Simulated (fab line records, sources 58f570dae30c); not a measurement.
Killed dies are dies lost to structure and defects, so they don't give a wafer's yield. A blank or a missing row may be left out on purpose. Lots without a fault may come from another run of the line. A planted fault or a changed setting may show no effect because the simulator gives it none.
Which tool did it? | flow berkeley_cmos170 | 16 lots, 48 wafers sampled, at 5 steps of a route of 331

WHAT THE GAUGES READ, wafer by wafer
UCB170_NWELL_OVL_MEAS_12. Usual: NWELL_OVL 4 nm, standard deviation 4.9.
lot  | measured    | on         | NWELL_OVL (nm) | flag
L404 | day 2 10:50 | overlay-01 | -3 6 10        |
L407 | day 2 20:13 | overlay-02 | 0 10 -2        |
L406 | day 2 23:38 | overlay-01 | 6 5 7          |
L408 | day 3 13:29 | overlay-02 | 13 10 10       |
L409 | day 3 13:37 | overlay-02 | 4 1 -2         |
L410 | day 3 17:54 | overlay-01 | 4 20 8         |
L411 | day 4 04:56 | overlay-02 | 5 3 1          |
L412 | day 4 05:13 | overlay-02 | 5 5 -4         |
L415 | day 5 00:30 | overlay-01 | -7 -10 -6      |
L417 | day 5 05:04 | overlay-02 | 10 10 11       |
L419 | day 5 05:23 | overlay-02 | 8 4 13         |
L420 | day 5 15:14 | overlay-01 | 8 4 5          |
L422 | day 6 01:23 | overlay-01 | 7 3 5          |
L421 | day 6 01:40 | overlay-01 | 1 -3 7         |
L426 | day 6 18:53 | overlay-01 | 2 2 6          |
L427 | day 7 01:40 | overlay-01 | -1 5 -6        |

UCB170_PSD_OVL_MEAS_07. Usual: PSD_OVL -1 nm, standard deviation 4.9.
lot  | measured     | on         | PSD_OVL (nm) | flag
L404 | day 7 05:16  | overlay-02 | 2 6 1        |
L407 | day 7 12:52  | overlay-01 | -12 -8 -12   |
L406 | day 7 13:10  | overlay-02 | -4 2 -1      |
L408 | day 8 10:13  | overlay-02 | 1 2 1        |
L409 | day 8 09:45  | overlay-01 | -5 -3 2      |
L410 | day 8 10:01  | overlay-01 | -9 -4 -1     |
L411 | day 8 21:36  | overlay-01 | 3 8 -1       |
L412 | day 8 21:07  | overlay-02 | 6 2 8        |
L415 | day 10 00:56 | overlay-01 | 178 179 170  | OFF
L417 | day 10 00:24 | overlay-01 | -3 2 -2      |
L419 | day 10 00:10 | overlay-02 | -3 11 -1     |
L420 | day 10 00:26 | overlay-02 | 185 186 187  | OFF
L422 | day 10 23:10 | overlay-01 | 180 182 185  | OFF
L421 | day 10 22:44 | overlay-01 | 180 176 176  | OFF
L426 | day 11 13:55 | overlay-01 | -6 -2 -9     |
L427 | day 11 19:10 | overlay-02 | -2 -5 -4     |

UCB170_M2_CD_MEAS_90: target cd 700 nm. Usual: cd_nm 701 nm, standard deviation 3.7.
lot  | measured     | on        | cd_nm (nm)  | flag
L404 | day 8 01:37  | cd_sem-02 | 709 711 711 |
L407 | day 8 10:21  | cd_sem-02 | 710 707 708 |
L406 | day 8 11:39  | cd_sem-02 | 696 698 699 |
L408 | day 9 06:13  | cd_sem-02 | 697 701 705 |
L409 | day 9 04:41  | cd_sem-02 | 699 698 700 |
L410 | day 9 05:59  | cd_sem-01 | 704 704 698 |
L411 | day 9 19:18  | cd_sem-02 | 703 707 705 |
L412 | day 9 19:04  | cd_sem-01 | 698 701 696 |
L415 | day 11 05:19 | cd_sem-01 | 703 694 707 |
L417 | day 11 02:20 | cd_sem-02 | 697 697 699 |
L419 | day 10 22:35 | cd_sem-02 | 702 703 699 |
L420 | day 10 22:52 | cd_sem-02 | 706 695 706 |
L422 | day 11 20:14 | cd_sem-01 | 700 703 705 |
L421 | day 11 19:14 | cd_sem-01 | 700 702 697 |
L426 | day 12 09:45 | cd_sem-01 | 702 704 706 |
L427 | day 12 17:26 | cd_sem-01 | 699 702 702 |

WHICH TOOL RAN EACH LOT (tool, then ch and the chambers of the sampled wafers, then the start)
lot  | UCB170_PLDD_STRIP_10                 | UCB170_PSD_EXPOSE_03
L404 | plasma_asher-03 ch 0,1, day 6 19:49  | krf_scanner-01 ch 0, day 7 04:15
L407 | plasma_asher-02 ch 0,1, day 7 05:32  | krf_scanner-02 ch 0, day 7 12:20
L406 | plasma_asher-04 ch 0,1, day 7 04:44  | krf_scanner-02 ch 0, day 7 12:29
L408 | plasma_asher-03 ch 0,1, day 8 00:58  | krf_scanner-01 ch 0, day 8 09:35
L409 | plasma_asher-04 ch 0,1, day 8 00:32  | krf_scanner-01 ch 0, day 8 09:08
L410 | plasma_asher-02 ch 0,1, day 8 00:14  | krf_scanner-02 ch 0, day 8 09:22
L411 | plasma_asher-02 ch 0,1, day 8 12:19  | krf_scanner-01 ch 0, day 8 20:30
L412 | plasma_asher-03 ch 1, day 8 11:38    | krf_scanner-01 ch 0, day 8 19:57
L415 | plasma_asher-02 ch 0,1, day 9 15:19  | krf_scanner-01 ch 0, day 9 23:40
L417 | plasma_asher-02 ch 0,1, day 9 14:16  | krf_scanner-02 ch 0, day 9 22:47
L419 | plasma_asher-03 ch 0,1, day 9 14:31  | krf_scanner-01 ch 0, day 9 22:29
L420 | plasma_asher-04 ch 0,1, day 9 11:37  | krf_scanner-01 ch 0, day 9 23:04
L422 | plasma_asher-02 ch 0,1, day 10 13:23 | krf_scanner-01 ch 0, day 10 22:25
L421 | plasma_asher-04 ch 0,1, day 10 13:22 | krf_scanner-01 ch 0, day 10 22:04
L426 | plasma_asher-03 ch 0,1, day 11 01:59 | krf_scanner-02 ch 0, day 11 13:24
L427 | plasma_asher-02 ch 0, day 11 08:59   | krf_scanner-02 ch 0, day 11 18:40
- UCB170_PLDD_STRIP_10: strips in O2.
- UCB170_PSD_EXPOSE_03: exposes mask PSELECT MOD, target cd 1200 nm.

WHAT THE TOOLS THEMSELVES READ (means of the sampled wafers that have a number; where no wafer has one, the mark that the record gives instead)
UCB170_PLDD_STRIP_10. Usual: drypump_motor_current_A 5.9 A, standard deviation 0.53; oes_product_au 0.734 a.u., standard deviation 0.0048; strip_time_to_endpoint_s 21.64 s, standard deviation 0.06.
lot  | tool            | drypump_motor_current_A (A) | oes_product_au (a.u.) | strip_time_to_endpoint_s (s) | flag
L404 | plasma_asher-03 | 6.2                         | 0.736                 | 21.60                        |
L407 | plasma_asher-02 | 5.4                         | 0.729                 | 21.67                        |
L406 | plasma_asher-04 | 6.1                         | 0.731                 | 21.59                        |
L408 | plasma_asher-03 | 6.4                         | 0.731                 | 21.73                        |
L409 | plasma_asher-04 | 6.1                         | 0.733                 | 21.70                        |
L410 | plasma_asher-02 | 5.4                         | 0.737                 | 21.60                        |
L411 | plasma_asher-02 | 5.4                         | 0.737                 | 21.69                        |
L412 | plasma_asher-03 | 6.0                         | 0.737                 | 21.68                        |
L415 | plasma_asher-02 | 5.8                         | 0.737                 | 21.57                        |
L417 | plasma_asher-02 | 5.8                         | 0.732                 | 21.62                        |
L419 | plasma_asher-03 | 6.2                         | 0.734                 | 21.69                        |
L420 | plasma_asher-04 | 6.1                         | 0.737                 | 21.57                        |
L422 | plasma_asher-02 | 5.4                         | 0.735                 | 21.58                        |
L421 | plasma_asher-04 | 6.1                         | 0.742                 | 21.63                        |
L426 | plasma_asher-03 | 6.2                         | 0.735                 | 21.62                        |
L427 | plasma_asher-02 | 6.2                         | 0.736                 | 21.56                        |

UCB170_PSD_EXPOSE_03. Usual: reticle_temp_C 23.00 C, standard deviation 0.09; stage_vel_mm_s 500.01 mm/s, standard deviation 0.24.
lot  | tool           | reticle_temp_C (C) | stage_vel_mm_s (mm/s) | flag
L404 | krf_scanner-01 | 22.96              | 500.03                |
L407 | krf_scanner-02 | 23.01              | 500.09                |
L406 | krf_scanner-02 | 23.13              | 500.11                |
L408 | krf_scanner-01 | 23.03              | 500.16                |
L409 | krf_scanner-01 | 23.01              | 499.91                |
L410 | krf_scanner-02 | 23.00              | 500.23                |
L411 | krf_scanner-01 | 22.96              | 500.00                |
L412 | krf_scanner-01 | 23.02              | 500.15                |
L415 | krf_scanner-01 | 22.91              | 499.94                |
L417 | krf_scanner-02 | 22.97              | 499.88                |
L419 | krf_scanner-01 | 23.09              | 499.99                |
L420 | krf_scanner-01 | 23.07              | 499.90                |
L422 | krf_scanner-01 | 22.86              | 500.17                |
L421 | krf_scanner-01 | 23.01              | 500.23                |
L426 | krf_scanner-02 | 23.01              | 500.05                |
L427 | krf_scanner-02 | 23.08              | 499.72                |

THE ANSWER, worked out from the rows above alone
Rule: a lot is off if the mean of its wafers that have a number lies more than 3 standard deviations from the usual mean. A lot without any number at a reading at which 4 lots or more have one is off too. The other lots that the step has rows for count as sound. The gauges are gone through in route order, then the tools' own readings, and for those a lot's mean is taken as printed above. The first step at which some lot is off is used, and at that step the reading that is off furthest; a lot without a number counts as furthest.
Off: L415, L420, L422, L421, at UCB170_PSD_OVL_MEAS_07 (PSD_OVL).
A tool fits if, at a process step before that reading, it ran every lot that is off, and no sound lot after the first of them. The gauges at UCB170_PSD_OVL_MEAS_07 are tried like those tools. One fits: krf_scanner-01 at UCB170_PSD_EXPOSE_03. Its last sound lot is L419 (day 9 22:29), its first lot that is off L420 (day 9 23:04): a fault that began between those two fits.

WHAT THE SIMULATOR HAD PUT IN
Scanner matching overlay: krf_scanner-01, from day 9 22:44 on, at UCB170_PSD_EXPOSE_03. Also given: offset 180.
Lots struck among those shown: L415, L420, L422, L421. The rule above found the same.
